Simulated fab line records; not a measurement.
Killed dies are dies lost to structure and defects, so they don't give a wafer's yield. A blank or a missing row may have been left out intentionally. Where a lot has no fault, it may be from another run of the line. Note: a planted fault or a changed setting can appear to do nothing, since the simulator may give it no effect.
Chamber matching	flow rit-cmos	RIT_ACTIVE_ETCH_13 on rie-diel-02 has 4 sister chambers
The step etches Si3N4 in SF6, stops on SiO2, time 210 s, target depth 210 nm. 4 wafers are shown with their chamber, then 7 later ones without.

== EACH WAFER AND ITS CHAMBER ==
wafer	chamber	throttle-valve-pct (%)
L528.2	0	7.44
L538.2	2	7.33
L538.6	1	7.29
L540.5	3	7.63

== WAFERS WITHOUT THEIR CHAMBER ==
wafer	throttle-valve-pct (%)
L540.6	7.34
L543.2	7.46
L543.3	7.64
L543.5	7.33
L544.2	7.45
L544.3	7.29
L544.5	7.65

== CHAMBER TAKEN BY EACH ==
wafer	from the rows above	in truth
L540.6	2	2
L543.2	0	0
L543.3	3	3
L543.5	2	2
L544.2	0	0
L544.3	1	1
L544.5	3	3
Correct placement for 7 of the 7. Can't be placed from these rows: 0. Placed wrongly: 0.
How it was worked out, from the rows above alone: a wafer's distance from a chamber is the root of the sum, over the readings, of the square of ((its reading less the chamber's mean) divided by the reading's scatter). The wafer belongs to the nearest chamber; if the next one is less than 2 further off, it can't be placed. A chamber's mean is the mean of its shown wafers. The scatter: root of mean squared gap, hidden wafer to nearest shown wafer, with one shown wafer a chamber.
